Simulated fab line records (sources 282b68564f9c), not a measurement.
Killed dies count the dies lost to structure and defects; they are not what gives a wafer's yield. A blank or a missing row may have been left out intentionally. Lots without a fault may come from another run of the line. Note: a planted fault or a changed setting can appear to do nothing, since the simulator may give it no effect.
fab line records -- flow ritCmos
[record] lots = 6, wafers = 18, lastDay = 6
route steps=202 shown ACTIVE@11 FOX1@20 FOX2@23 NWELL@28 PWELL@39 WELLDRIVE@50 M1@202
lots that met no fault: from a run of the same line without faults
startH: hours from the record's opening day to when the first of the lot's shown wafers began -- waitH: time in hours since the lot's previous step -- " repeats the value in the row above -- L1.1+2: a row that stands for several wafers -- - either no value or no given start -- * or withheld: withheld -- < > ~ a bound
route shown NAME@n: NAME is a module with steps in the file, n the number in the route of the first one -- usual: mean and standard deviation over wafers with no fault -- same: alike in all rows -- chamber/n: place in a boat -- sites: each site's reading -- _std_site: their standard deviation -- _edge_site: inner sites' mean taken away from outer sites' mean -- radiusMm: for every site, how far away it sits from the centre of the wafer -- mask NAME#n: copy n -- behind: the most recent tool/chamber to have shaped the wafer -- hold: the reason the lot was held/the length of the hold in hours/how it ended -- device: the transistor (n, p or np) that didn't switch -- end of line: tests run on the same wafers once the route is complete -- for a step that has no rows: nothing shown but its recipe -- killed: at the first sort, the dies lost to defects and structure; wafer yield is something else -- map: a wafer's dies, marking killed ones x, the rest . and places with no die _
set.NAME: the run value of the setting; set.NAME@STEP: its run value at that earlier step -- model.NAME: the simulator's own value behind a step, which no gauge read
a table for each step, a row for each wafer; lots at some steps of the route
services: a tool's chamber out of use, with start hour (startH, from the record's first day; less than 0 if before it), hours out, and reason
[[steps]]
[step RIT_ACTIVE_DEVELOP_10]
[recipe] resist = NOVOLAK, developTimeS = 50, devTempC = 23
[step RIT_ACTIVE_CD_MEAS_11]
[recipe] targetCdNm = 1400
[usual] cdNm = 1399.7/2.5
lot.wafer,tool,chamber,startH,waitH,cdNm
L598.2,cdSem-02,-,14.46,-,1399.9
L598.5,cdSem-02,-,14.46,-,1400.4
L598.6,cdSem-02,-,14.46,-,1398.3
L603.2,cdSem-01,-,40.74,-,1398.2
L603.3,cdSem-01,-,40.74,-,1396.8
L603.5,cdSem-01,-,40.74,-,1395.2
L608.2,cdSem-02,-,64.49,-,1402.3
L608.3,cdSem-02,-,64.49,-,1399.0
L608.6,cdSem-02,-,64.49,-,1400.8
L609.2,cdSem-02,-,70.18,-,1400.3
L609.4,cdSem-02,-,70.18,-,1404.1
L609.5,cdSem-02,-,70.18,-,1400.4
L610.3,cdSem-02,-,74.60,-,1402.3
L610.4,cdSem-02,-,74.60,-,1401.7
L610.5,cdSem-02,-,74.60,-,1401.6
L616.1,cdSem-02,-,105.51,-,1403.2
L616.3,cdSem-02,-,105.51,-,1401.3
L616.5,cdSem-02,-,105.51,-,1401.5
[step RIT_ACTIVE_HARDBAKE_12]
[recipe] resist = NOVOLAK, tempC = 140, timeS = 60
[step RIT_ACTIVE_ETCH_13]
[recipe] stopOn = SiO2, chemistry = SF6, target = Si3N4, timeS = 210, overEtchFrac = 0.4, SF6_flow_sccm = 200, pressureMtorr = 260, rfW = 125, targetDepthA = 2100
[usual] drypumpMotorCurrentA = 5.8/0.5, oesProductAu = 0.821/0.014, throttleValvePct = 7.42/0.079
lot.wafer,tool,chamber,startH,waitH,drypumpMotorCurrentA,oesProductAu,rfHoursCounterH,throttleValvePct
L598.2,rieDiel-02,0,14.71,0.1,6.5,0.822,126,7.43
L598.5,rieDiel-02,0,14.71,0.1,6.5,0.819,-,7.45
L598.6,rieDiel-02,1,14.71,0.1,5.4,0.819,-,7.51
L603.2,rieDiel-01,2,40.99,0.1,5.0,0.824,38,7.36
L603.3,rieDiel-01,3,40.99,0.1,5.9,0.847,76,7.43
L603.5,rieDiel-01,3,40.99,0.1,5.9,0.843,-,7.45
L608.2,rieDiel-04,0,64.74,0.1,5.2,0.800,103,7.44
L608.3,rieDiel-04,2,64.74,0.1,6.3,0.840,105,7.58
L608.6,rieDiel-04,1,64.74,0.1,5.5,0.826,-,7.36
L609.2,rieDiel-02,3,70.43,0.1,5.8,0.832,6,7.48
L609.4,rieDiel-02,0,70.43,0.1,6.5,0.811,128,7.47
L609.5,rieDiel-02,2,70.43,0.1,5.6,0.806,-,7.52
L610.3,rieDiel-01,3,74.83,0.1,5.9,0.833,77,7.46
L610.4,rieDiel-01,0,74.83,0.1,5.9,0.809,36,7.29
L610.5,rieDiel-01,2,74.83,0.1,5.0,0.824,-,7.36
L616.1,rieDiel-01,2,105.78,0.1,5.0,0.831,39,7.36
L616.3,rieDiel-01,3,105.78,0.1,5.9,0.852,77,7.47
L616.5,rieDiel-01,2,105.78,0.1,5.0,0.836,-,7.37
[step RIT_ACTIVE_STRIP_14]
[recipe] chemistry = O2, timeS = 180, resist = NOVOLAK, platenTempC = withheld, powerW = 500, pressureMtorr = 4000, o2FlowSccm = 4000
[usual] drypumpMotorCurrentA = 5.8/0.3
lot.wafer,tool,chamber,startH,waitH,drypumpMotorCurrentA,rfHoursCounterH
L598.2,plasmaAsher-02,1,14.84,0.1,5.6,23
L598.5,plasmaAsher-02,0,14.84,0.1,6.3,-
L598.6,plasmaAsher-02,1,14.84,0.1,5.7,-
L603.2,plasmaAsher-04,1,41.12,0.1,5.7,38
L603.3,plasmaAsher-04,1,41.12,0.1,5.7,-
L603.5,plasmaAsher-04,1,41.12,0.1,5.7,-
L608.2,plasmaAsher-04,1,64.88,0.1,5.7,41
L608.3,plasmaAsher-04,1,64.88,0.1,5.7,-
L608.6,plasmaAsher-04,1,64.88,0.1,5.7,-
L609.2,plasmaAsher-02,0,70.56,0.1,6.3,29
L609.4,plasmaAsher-02,0,70.56,0.1,6.2,-
L609.5,plasmaAsher-02,1,70.56,0.1,5.6,-
L610.3,plasmaAsher-04,1,75.03,0.1,5.7,-
L610.4,plasmaAsher-04,0,75.03,0.1,6.0,-
L610.5,plasmaAsher-04,1,75.03,0.1,5.7,-
L616.1,plasmaAsher-02,0,105.91,0.1,6.3,33
L616.3,plasmaAsher-02,1,105.91,0.1,5.7,-
L616.5,plasmaAsher-02,1,105.91,0.1,5.7,-
[step RIT_ACTIVE_CD_MEAS_90]
[recipe] targetCdNm = 1400
[usual] cdNm = 1399.7/2.5
lot.wafer,tool,chamber,startH,waitH,cdNm
L598.2,cdSem-02,-,15.04,0.1,1400.0
L598.5,cdSem-02,-,15.04,0.1,1400.3
L598.6,cdSem-02,-,15.04,0.1,1398.4
L603.2,cdSem-01,-,41.32,0.1,1398.3
L603.3,cdSem-01,-,41.32,0.1,1397.0
L603.5,cdSem-01,-,41.32,0.1,1395.3
L608.2,cdSem-01,-,65.07,0.1,1402.6
L608.3,cdSem-01,-,65.07,0.1,1399.4
L608.6,cdSem-01,-,65.07,0.1,1400.7
L609.2,cdSem-01,-,70.75,0.1,1400.5
L609.4,cdSem-01,-,70.75,0.1,1403.9
L609.5,cdSem-01,-,70.75,0.1,1400.0
L610.3,cdSem-01,-,75.18,0.1,1402.2
L610.4,cdSem-01,-,75.18,0.1,1401.8
L610.5,cdSem-01,-,75.18,0.1,1401.5
L616.1,cdSem-01,-,106.09,0.1,1403.6
L616.3,cdSem-01,-,106.09,0.1,1401.9
L616.5,cdSem-01,-,106.09,0.1,1401.7
[step RIT_ACTIVE_CLEAN_15]
[recipe] chemistry = SC1, mix = 3:3:50, timeS = 600, tempC = 75
[step RIT_ACTIVE_CLEAN_16]
[recipe] chemistry = dHF, dilution = 50:1, timeS = 30
[step RIT_ACTIVE_CLEAN_17]
[recipe] chemistry = SC2, mix = 3:3:50, timeS = 600, tempC = 75, dry = n2Spin
[step RIT_FOX1_OXIDATION_00]
[recipe] tempC = 1100, ambient = H2O, targetThkA = 3507, pH2oTorr = 720, oxTimeS = 1130
[step RIT_FOX1_THK_MEAS_01]
[recipe] reads = SiO2_of_FOX1_OXIDATION_00
[usual] FOX1_OXIDE_THK = 351/7.2
lot.wafer,tool,chamber,startH,waitH,FOX1_OXIDE_THK[nm]
L598.2,filmMetro-01,-,19.52,0.0,346
L598.5,filmMetro-01,-,19.52,0.0,346
L598.6,filmMetro-01,-,19.52,0.0,343
L603.2,filmMetro-02,-,43.49,0.0,355
L603.3,filmMetro-02,-,43.49,0.0,359
L603.5,filmMetro-02,-,43.49,0.0,365
L608.2,filmMetro-02,-,68.33,0.0,353
L608.3,filmMetro-02,-,68.33,0.0,351
L608.6,filmMetro-02,-,68.33,0.0,352
L609.2,filmMetro-01,-,72.55,0.0,347
L609.4,filmMetro-01,-,72.55,0.0,344
L609.5,filmMetro-01,-,72.55,0.0,344
L610.3,filmMetro-03,-,79.74,0.0,345
L610.4,filmMetro-03,-,79.74,0.0,349
L610.5,filmMetro-03,-,79.74,0.0,348
L616.1,filmMetro-03,-,109.12,0.0,354
L616.3,filmMetro-03,-,109.12,0.0,358
L616.5,filmMetro-03,-,109.12,0.0,355
[step RIT_FOX1_WET_ETCH_02]
[recipe] chemistry = BOE, targetDepthNm = 350, timeS = 390, tempC = 21.5, dry = n2Spin, dilution = 10:1, target = SiO2
[step RIT_FOX2_OXIDATION_00]
[recipe] tempC = 1100, ambient = H2O, targetThkA = 3507, pH2oTorr = 720, oxTimeS = 1168
[usual] oxTempC = 1100.0/0.47, zonePowerCentrePct = 55/4.5
lot.wafer,tool,chamber,startH,waitH,oxTempC,zonePowerCentrePct
L598.2,furnace-03,0,20.11,0.4,1100.4,56
L598.5,furnace-03,0,20.11,0.4,1099.6,56
L598.6,furnace-03,0,20.11,0.4,1100.7,57
L603.2,furnace-04,0,44.31,0.7,1100.5,50
L603.3,furnace-04,0,44.31,0.7,1100.7,50
L603.5,furnace-04,0,44.31,0.7,1100.4,50
L608.2,furnace-04,0,68.50,0.0,1099.6,50
L608.3,furnace-04,0,68.50,0.0,1100.4,50
L608.6,furnace-04,0,68.50,0.0,1100.3,50
L609.2,furnace-04,0,72.83,0.0,1100.6,50
L609.4,furnace-04,0,72.83,0.0,1100.7,50
L609.5,furnace-04,0,72.83,0.0,1100.0,50
L610.3,furnace-03,0,80.16,0.3,1099.8,56
L610.4,furnace-03,0,80.16,0.3,1100.6,57
L610.5,furnace-03,0,80.16,0.3,1100.1,57
L616.1,furnace-03,0,109.29,0.0,1100.3,57
L616.3,furnace-03,0,109.29,0.0,1100.1,58
L616.5,furnace-03,0,109.29,0.0,1101.0,57
[step RIT_FOX2_THK_MEAS_01]
[recipe] reads = SiO2_of_FOX2_OXIDATION_00
[usual] FOX2_OXIDE_THK = 358/8
lot.wafer,tool,chamber,startH,waitH,FOX2_OXIDE_THK[nm]
L598.2,filmMetro-02,-,21.44,0.0,355
L598.5,filmMetro-02,-,21.44,0.0,349
L598.6,filmMetro-02,-,21.44,0.0,348
L603.2,filmMetro-02,-,45.64,0.0,349
L603.3,filmMetro-02,-,45.64,0.0,355
L603.5,filmMetro-02,-,45.64,0.0,351
L608.2,filmMetro-03,-,69.82,0.0,361
L608.3,filmMetro-03,-,69.82,0.0,362
L608.6,filmMetro-03,-,69.82,0.0,360
L609.2,filmMetro-02,-,74.15,0.0,349
L609.4,filmMetro-02,-,74.15,0.0,353
L609.5,filmMetro-02,-,74.15,0.0,352
L610.3,filmMetro-03,-,81.50,0.0,354
L610.4,filmMetro-03,-,81.50,0.0,348
L610.5,filmMetro-03,-,81.50,0.0,354
L616.1,filmMetro-03,-,110.61,0.0,362
L616.3,filmMetro-03,-,110.61,0.0,365
L616.5,filmMetro-03,-,110.61,0.0,366
[step RIT_FOX2_CLEAN_02]
[recipe] chemistry = dHF, dilution = 50:1, timeS = 180
[step RIT_FOX2_WET_ETCH_03]
[recipe] chemistry = H3PO4, target = Si3N4, targetDepthNm = 195, tempC = 165, timeS = 2700
[step RIT_FOX2_THK_MEAS_90]
[recipe] reads = SiO2_of_FOX2_OXIDATION_00
[usual] FIELD_OXIDE_LEFT_1_THK = 331/8.1
lot.wafer,tool,chamber,startH,waitH,FIELD_OXIDE_LEFT_1_THK[nm]
L598.2,filmMetro-04,-,22.32,0.0,327
L598.5,filmMetro-04,-,22.32,0.0,322
L598.6,filmMetro-04,-,22.32,0.0,320
L603.2,filmMetro-03,-,46.58,0.0,322
L603.3,filmMetro-03,-,46.58,0.0,327
L603.5,filmMetro-03,-,46.58,0.0,324
L608.2,filmMetro-04,-,70.76,0.0,334
L608.3,filmMetro-04,-,70.76,0.0,334
L608.6,filmMetro-04,-,70.76,0.0,333
L609.2,filmMetro-02,-,75.03,0.0,322
L609.4,filmMetro-02,-,75.03,0.0,326
L609.5,filmMetro-02,-,75.03,0.0,325
L610.3,filmMetro-02,-,82.37,0.0,327
L610.4,filmMetro-02,-,82.37,0.0,321
L610.5,filmMetro-02,-,82.37,0.0,327
L616.1,filmMetro-03,-,111.56,0.0,335
L616.3,filmMetro-03,-,111.56,0.0,337
L616.5,filmMetro-03,-,111.56,0.0,338
[step RIT_NWELL_HMDS_00]
[recipe] primeTimeS = 60, primeTempC = 140
[step RIT_NWELL_COAT_01]
[recipe] resist = NOVOLAK, spinRpm = 2000, resistThkNm = 1300
[step RIT_NWELL_SOFTBAKE_02]
[recipe] resist = NOVOLAK, tempC = 90, timeS = 60
[step RIT_NWELL_EXPOSE_03]
[recipe] maskId = M2, na = 0.57, targetCdNm = 43900, doseMj = 250
[step RIT_NWELL_PEB_04]
[recipe] resist = NOVOLAK, tempC = withheld, timeS = withheld
[step RIT_NWELL_DEVELOP_05]
[recipe] resist = NOVOLAK, developTimeS = 68, devTempC = 23
[step RIT_NWELL_OVL_MEAS_06]
[usual] NWELL_OVL = 0.6/1.4
lot.wafer,tool,chamber,startH,waitH,NWELL_OVL[nm]
L598.2,overlay-01,-,23.41,-,-1.2
L598.5,overlay-01,-,23.41,-,-0.7
L598.6,overlay-01,-,23.41,-,-0.8
L603.2,overlay-02,-,47.64,-,0.0
L603.3,overlay-02,-,47.64,-,0.0
L603.5,overlay-02,-,47.64,-,0.2
L608.2,overlay-02,-,71.82,-,1.2
L608.3,overlay-02,-,71.82,-,-1.3
L608.6,overlay-02,-,71.82,-,-0.9
L609.2,overlay-02,-,76.09,-,0.2
L609.4,overlay-02,-,76.09,-,-0.7
L609.5,overlay-02,-,76.09,-,0.6
L610.3,overlay-01,-,83.30,-,2.1
L610.4,overlay-01,-,83.30,-,1.4
L610.5,overlay-01,-,83.30,-,4.0
L616.1,overlay-01,-,112.62,-,2.5
L616.3,overlay-01,-,112.62,-,2.7
L616.5,overlay-01,-,112.62,-,2.2
[step RIT_NWELL_HARDBAKE_07]
[recipe] resist = NOVOLAK, tempC = 140, timeS = 120
[step RIT_NWELL_IMPLANT_08]
[recipe] species = P, energyKev = 170, doseCm2 = 5e+13, tiltDeg = 7
[step RIT_NWELL_STRIP_09]
[recipe] chemistry = O2, timeS = 180, resist = NOVOLAK, platenTempC = withheld, powerW = 500, pressureMtorr = 4000, o2FlowSccm = 4000
[usual] drypumpMotorCurrentA = 5.8/0.55
lot.wafer,tool,chamber,startH,waitH,drypumpMotorCurrentA,rfHoursCounterH
L598.2,plasmaAsher-02,1,23.84,0.1,5.7,24
L598.5,plasmaAsher-02,1,23.84,0.1,5.7,-
L598.6,plasmaAsher-02,0,23.84,0.1,6.3,-
L603.2,plasmaAsher-01,1,48.07,0.1,5.0,40
L603.3,plasmaAsher-01,1,48.07,0.1,5.0,-
L603.5,plasmaAsher-01,0,48.07,0.1,6.6,-
L608.2,plasmaAsher-02,1,72.25,0.1,5.7,29
L608.3,plasmaAsher-02,1,72.25,0.1,5.6,-
L608.6,plasmaAsher-02,0,72.25,0.1,6.2,-
L609.2,plasmaAsher-03,0,76.52,0.1,5.3,45
L609.4,plasmaAsher-03,0,76.52,0.1,5.3,-
L609.5,plasmaAsher-03,0,76.52,0.1,5.3,-
L610.3,plasmaAsher-01,0,83.79,0.1,6.6,-
L610.4,plasmaAsher-01,1,83.79,0.1,5.0,-
L610.5,plasmaAsher-01,1,83.79,0.1,5.0,-
L616.1,plasmaAsher-03,1,113.06,0.1,5.6,49
L616.3,plasmaAsher-03,1,113.06,0.1,5.6,-
L616.5,plasmaAsher-03,1,113.06,0.1,5.6,-
[step RIT_NWELL_TW_MEAS_10]
[usual] NWELL_TW = 2131/13
lot.wafer,tool,chamber,startH,waitH,NWELL_TW
L598.2,filmMetro-01,-,24.03,0.1,2127
L598.5,filmMetro-01,-,24.03,0.1,2115
L598.6,filmMetro-01,-,24.03,0.1,2125
L603.2,filmMetro-04,-,48.26,0.1,2156
L603.3,filmMetro-04,-,48.26,0.1,2140
L603.5,filmMetro-04,-,48.26,0.1,2157
L608.2,filmMetro-03,-,72.43,0.1,2123
L608.3,filmMetro-03,-,72.43,0.1,2115
L608.6,filmMetro-03,-,72.43,0.1,2122
L609.2,filmMetro-03,-,76.71,0.1,2130
L609.4,filmMetro-03,-,76.71,0.1,2127
L609.5,filmMetro-03,-,76.71,0.1,2112
L610.3,filmMetro-03,-,83.92,0.1,2111
L610.4,filmMetro-03,-,83.92,0.1,2117
L610.5,filmMetro-03,-,83.92,0.1,2121
L616.1,filmMetro-03,-,113.24,0.1,2129
L616.3,filmMetro-03,-,113.24,0.1,2111
L616.5,filmMetro-03,-,113.24,0.1,2113
[step RIT_PWELL_HMDS_00]
[recipe] primeTimeS = 60, primeTempC = 140
[step RIT_PWELL_COAT_01]
[recipe] resist = NOVOLAK, spinRpm = 2000, resistThkNm = 1300
[step RIT_PWELL_SOFTBAKE_02]
[recipe] resist = NOVOLAK, tempC = 90, timeS = 60
[step RIT_PWELL_EXPOSE_03]
[recipe] maskId = M3, na = 0.57, targetCdNm = 43700, doseMj = 250
[step RIT_PWELL_PEB_04]
[recipe] resist = NOVOLAK, tempC = withheld, timeS = withheld
[step RIT_PWELL_DEVELOP_05]
[recipe] resist = NOVOLAK, developTimeS = 68, devTempC = 23
[step RIT_PWELL_OVL_MEAS_06]
[usual] PWELL_OVL = 0.9/1.4
lot.wafer,tool,chamber,startH,waitH,PWELL_OVL[nm]
L598.2,overlay-01,-,25.09,-,0.5
L598.5,overlay-01,-,25.09,-,-0.1
L598.6,overlay-01,-,25.09,-,-0.9
L603.2,overlay-02,-,49.19,-,0.3
L603.3,overlay-02,-,49.19,-,0.4
L603.5,overlay-02,-,49.19,-,1.3
L608.2,overlay-02,-,73.50,-,3.1
L608.3,overlay-02,-,73.50,-,1.5
L608.6,overlay-02,-,73.50,-,0.9
L609.2,overlay-02,-,77.77,-,-1.0
L609.4,overlay-02,-,77.77,-,-1.8
L609.5,overlay-02,-,77.77,-,-2.2
L610.3,overlay-01,-,84.98,-,-0.6
L610.4,overlay-01,-,84.98,-,-0.9
L610.5,overlay-01,-,84.98,-,1.2
L616.1,overlay-01,-,114.30,-,1.0
L616.3,overlay-01,-,114.30,-,0.4
L616.5,overlay-01,-,114.30,-,0.9
[step RIT_PWELL_HARDBAKE_07]
[recipe] resist = NOVOLAK, tempC = 140, timeS = 120
[step RIT_PWELL_IMPLANT_08]
[recipe] species = B, energyKev = 168, doseCm2 = 7e+13, tiltDeg = 7
[step RIT_PWELL_STRIP_09]
[recipe] chemistry = O2, timeS = 180, resist = NOVOLAK, platenTempC = withheld, powerW = 500, pressureMtorr = 4000, o2FlowSccm = 4000
[usual] drypumpMotorCurrentA = 5.9/0.53
lot.wafer,tool,chamber,startH,waitH,drypumpMotorCurrentA,rfHoursCounterH
L598.2,plasmaAsher-01,1,25.52,0.1,5.0,37
L598.5,plasmaAsher-01,1,25.52,0.1,5.0,-
L598.6,plasmaAsher-01,0,25.52,0.1,6.6,-
L603.2,plasmaAsher-01,1,49.62,0.1,5.0,40
L603.3,plasmaAsher-01,1,49.62,0.1,5.0,-
L603.5,plasmaAsher-01,1,49.62,0.1,5.0,-
L608.2,plasmaAsher-04,0,73.93,0.1,6.0,42
L608.3,plasmaAsher-04,1,73.93,0.1,5.7,-
L608.6,plasmaAsher-04,1,73.93,0.1,5.7,-
L609.2,plasmaAsher-04,0,78.20,0.1,6.0,43
L609.4,plasmaAsher-04,0,78.20,0.1,6.0,-
L609.5,plasmaAsher-04,0,78.20,0.1,6.1,-
L610.3,plasmaAsher-04,0,85.52,0.1,6.0,-
L610.4,plasmaAsher-04,1,85.52,0.1,5.7,-
L610.5,plasmaAsher-04,1,85.52,0.1,5.7,-
L616.1,plasmaAsher-02,1,114.74,0.1,5.7,34
L616.3,plasmaAsher-02,1,114.74,0.1,5.6,-
L616.5,plasmaAsher-02,0,114.74,0.1,6.3,-
[step RIT_PWELL_TW_MEAS_10]
[usual] PWELL_TW = 944/5.5
lot.wafer,tool,chamber,startH,waitH,PWELL_TW
L598.2,filmMetro-03,-,25.70,0.1,944
L598.5,filmMetro-03,-,25.70,0.1,949
L598.6,filmMetro-03,-,25.70,0.1,945
L603.2,filmMetro-03,-,49.81,0.1,938
L603.3,filmMetro-03,-,49.81,0.1,933
L603.5,filmMetro-03,-,49.81,0.1,948
L608.2,filmMetro-03,-,74.11,0.1,942
L608.3,filmMetro-03,-,74.11,0.1,937
L608.6,filmMetro-03,-,74.11,0.1,942
L609.2,filmMetro-03,-,78.38,0.1,946
L609.4,filmMetro-03,-,78.38,0.1,939
L609.5,filmMetro-03,-,78.38,0.1,941
L610.3,filmMetro-03,-,85.66,0.1,948
L610.4,filmMetro-03,-,85.66,0.1,944
L610.5,filmMetro-03,-,85.66,0.1,942
L616.1,filmMetro-04,-,114.91,0.1,946
L616.3,filmMetro-04,-,114.91,0.1,950
L616.5,filmMetro-04,-,114.91,0.1,951
[step RIT_WELLDRIVE_ANNEAL_00]
[recipe] tempC = 1100, timeS = 14700, ambient = N2
[step RIT_WELLDRIVE_RS_MEAS_01]
[recipe] thkMeasGauge = four-point-probe
[usual] NWELL_RS = 275.7/0.87
lot.wafer,tool,chamber,startH,waitH,NWELL_RS[ohm/sq]
L598.2,filmMetro-03,-,30.86,0.0,275.6
L598.5,filmMetro-03,-,30.86,0.0,276.4
L598.6,filmMetro-03,-,30.86,0.0,276.3
L603.2,filmMetro-04,-,55.19,0.0,274.7
L603.3,filmMetro-04,-,55.19,0.0,274.3
L603.5,filmMetro-04,-,55.19,0.0,274.8
L608.2,filmMetro-04,-,80.32,0.0,275.3
L608.3,filmMetro-04,-,80.32,0.0,276.1
L608.6,filmMetro-04,-,80.32,0.0,276.1
L609.2,filmMetro-04,-,84.83,0.0,276.2
L609.4,filmMetro-04,-,84.83,0.0,274.9
L609.5,filmMetro-04,-,84.83,0.0,275.8
L610.3,filmMetro-03,-,90.82,0.0,276.1
L610.4,filmMetro-03,-,90.82,0.0,276.1
L610.5,filmMetro-03,-,90.82,0.0,275.6
L616.1,filmMetro-03,-,120.25,0.0,276.7
L616.3,filmMetro-03,-,120.25,0.0,277.7
L616.5,filmMetro-03,-,120.25,0.0,277.7
[step RIT_WELLDRIVE_RS_MEAS_02]
[recipe] thkMeasGauge = four-point-probe
[usual] PWELL_RS = 430.7/0.99
lot.wafer,tool,chamber,startH,waitH,PWELL_RS[ohm/sq]
L598.2,filmMetro-03,-,30.98,0.1,429.3
L598.5,filmMetro-03,-,30.98,0.1,431.0
L598.6,filmMetro-03,-,30.98,0.1,430.0
L603.2,filmMetro-04,-,55.31,0.1,429.8
L603.3,filmMetro-04,-,55.31,0.1,429.1
L603.5,filmMetro-04,-,55.31,0.1,428.4
L608.2,filmMetro-04,-,80.44,0.1,430.3
L608.3,filmMetro-04,-,80.44,0.1,431.1
L608.6,filmMetro-04,-,80.44,0.1,430.3
L609.2,filmMetro-04,-,84.95,0.1,429.9
L609.4,filmMetro-04,-,84.95,0.1,430.4
L609.5,filmMetro-04,-,84.95,0.1,430.0
L610.3,filmMetro-03,-,90.94,0.1,430.7
L610.4,filmMetro-03,-,90.94,0.1,430.1
L610.5,filmMetro-03,-,90.94,0.1,430.1
L616.1,filmMetro-03,-,120.37,0.1,431.5
L616.3,filmMetro-03,-,120.37,0.1,430.5
L616.5,filmMetro-03,-,120.37,0.1,431.4
[step RIT_M1_PROBE_99]
[usual] killedAtContacts = 0.1/0.24, killedAtFrontEnd = 6.7/2.9, killedDies = 6.8/2.9, killedOnRim = 1.8/1.4, killedOpen = 3.5/2, killedShort = 3.2/1.9
[same] grossDies = 264, killed_at_M0_to_M3 = 0, killed_at_M4_up = 0, killedAtBackSide = 0, killedAtOther = 0
lot.wafer,tool,chamber,startH,waitH,killedAtContacts,killedAtFrontEnd,killedDies,killedOnRim,killedOpen,killedShort
L603.2,prober-02,-,83.84,0.1,0,8,8,4,4,4
L603.3,prober-02,-,83.89,0.2,0,8,8,1,3,5
L603.5,prober-02,-,83.99,0.2,0,4,4,2,3,1
L608.2,prober-01,-,109.17,0.1,0,101,101,26,3,3
L608.3,prober-01,-,109.22,0.2,0,91,91,22,2,1
L608.6,prober-01,-,109.37,0.2,0,94,94,27,2,0
L609.2,prober-02,-,116.41,0.1,0,106,106,32,2,2
L609.4,prober-02,-,116.51,0.2,0,83,83,18,1,4
L609.5,prober-02,-,116.56,0.2,0,93,93,24,3,4
L610.3,prober-01,-,123.53,0.2,0,10,10,3,5,5
L610.4,prober-01,-,123.58,0.2,1,7,8,1,4,4
L610.5,prober-01,-,123.63,0.2,0,8,8,0,4,4
L616.1,prober-01,-,153.36,0.1,0,2,2,0,1,1
L616.3,prober-01,-,153.46,0.2,0,8,8,2,4,4
L616.5,prober-01,-,153.56,0.2,0,3,3,1,3,0
// killed by level:class
L603.2 GATE:geometricParticle:open=4 GATE:geometricParticle:short=3 REOX:geometricParticle:short=1
L603.3 GATE:geometricParticle:open=3 GATE:geometricParticle:short=3 REOX:geometricParticle:short=1 SPACER:geometricParticle:short=1
L603.5 ACTIVE:geometricParticle:open=1 GATE:geometricParticle:open=1 SILICIDE:geometricParticle:open=1 SILICIDE:geometricParticle:short=1
L608.2 FOX2:unspecified=95 GATE:geometricParticle:short=3 FOX1:geometricParticle:open=1 GATE:geometricParticle:open=1 SILICIDE:geometricParticle:open=1
L608.3 FOX2:unspecified=88 SILICIDE:geometricParticle:open=2 GATE:geometricParticle:short=1
L608.6 FOX2:unspecified=92 GATE:geometricParticle:open=2
L609.2 FOX2:unspecified=102 GATE:geometricParticle:open=2 FOX2:geometricParticle:short=1 REOX:geometricParticle:short=1
L609.4 FOX2:unspecified=78 GATE:geometricParticle:short=3 REOX:geometricParticle:open=1 SPACER:geometricParticle:short=1
L609.5 FOX2:unspecified=86 FOX2:geometricParticle:short=3 GATE:geometricParticle:short=1 GATE:geometricParticle:open=1 REOX:geometricParticle:open=1 SPACER:geometricParticle:open=1
L610.3 GATE:geometricParticle:open=3 FOX1:geometricParticle:short=2 GATE:geometricParticle:short=1 REOX:geometricParticle:short=1 REOX:geometricParticle:open=1 SPACER:geometricParticle:open=1 SILICIDE:geometricParticle:short=1
L610.4 GATE:geometricParticle:open=3 GATE:geometricParticle:short=2 SPACER:geometricParticle:open=1 SILICIDE:geometricParticle:short=1 CONTACT:geometricParticle:short=1
L610.5 REOX:geometricParticle:open=2 FOX1:geometricParticle:short=1 FOX1:geometricParticle:open=1 GATE:geometricParticle:short=1 REOX:geometricParticle:short=1 SPACER:geometricParticle:open=1 SPACER:geometricParticle:short=1
L616.1 SPACER:geometricParticle:short=1 SPACER:geometricParticle:open=1
L616.3 GATE:geometricParticle:short=2 SPACER:geometricParticle:open=2 SPACER:geometricParticle:short=2 FOX2:geometricParticle:open=1 REOX:geometricParticle:open=1
L616.5 FOX1:geometricParticle:open=3
// map L608.2 (x killed, . not)
________......._______
_____..xxxxxxx..x.____
____.x..x....x.....___
___x.x..xxxx.....x..__
__.x...xx..x.....x.xx_
__xxxx.x..x.x.xx.x..._
_.x......x.x.x..xxxx..
_....x..x.xx...x....x.
_...xx..xx...x.x...xx.
_.x..x.xx...xx.xx.x.xx
__.x......xx..x...x.x_
__xxxx.x..xxx.....x.x_
___.x..x..xx..x....x__
____...x......x...x___
_____..x....xxxxx.____
________x...x.._______
// map L609.2 (x killed, . not)
________...xx.._______
_____x.x..x.....x.____
____x..x.x.....x...___
___xx.xx..x......xx.__
__.x.x...xxx.xx......_
__.x.........xxx.x..x_
_xx..x..x.x.....x.xxxx
_.x..x..x...x.x..x.x..
_.xx...xx.xxx..x.....x
_x..xx.x...x.x...x.xx.
__.....xxxxx....x..xx_
__....xx.....x.xxx..x_
___xx..xx.....x....x__
____xxx.x.xxxx..xxx___
_____x.x.xx.xx....____
________.xxx..._______
[[services]]
tool,chamber,startH,hours,kind
rieDiel-04,0,-7.19,9.2,repair
furnace-03,-,14.37,2.7,pm
rieDiel-02,3,14.93,2.7,repair
rieDiel-04,0,18.60,19.5,repair
rieDiel-01,1,22.43,3.9,repair
plasmaAsher-02,-,32.06,0.5,repair
rieDiel-01,1,40.32,3.1,repair
rieDiel-01,0,41.66,2.5,repair
rieDiel-02,1,52.51,3.5,repair
plasmaAsher-01,-,65.01,13.4,repair
plasmaAsher-01,-,108.75,9.0,pm
plasmaAsher-01,0,108.75,9.0,ventCycle
plasmaAsher-01,1,108.75,9.0,ventCycle
furnace-04,-,111.62,3.5,pm
[[key]]
[firstSign] step = RIT_M1_PROBE_99, reading = killedAtFrontEnd, direction = up, sigmas = 31, usual = 6.7, struck = 94.7
[effect] step = RIT_M1_PROBE_99, reading = killedDies, direction = up, sigmas = 30, usual = 6.8, struck = 94.7
metAt RIT_FOX2_OXIDATION_00
struckWafers L608.2,L608.3,L608.6,L609.2,L609.4,L609.5
testerLeftOut L608,L609
onsetBetween 44.31 68.50
[fault] kind = chamberParticleSource, tool = furnace-04, chamber = -, onsetH = 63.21, steps = RIT_FOX2_OXIDATION_00, ratePerVisitCm2 = 0.86151, endH = 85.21
// testerLeftOut: of these lots the tester's yield and bins aren't shown, on N5 and GAA mostly nor the transistor test; their killed dies are dies lost to structure and defects alone, not to doping, threshold or leakage, so they don't give the yield
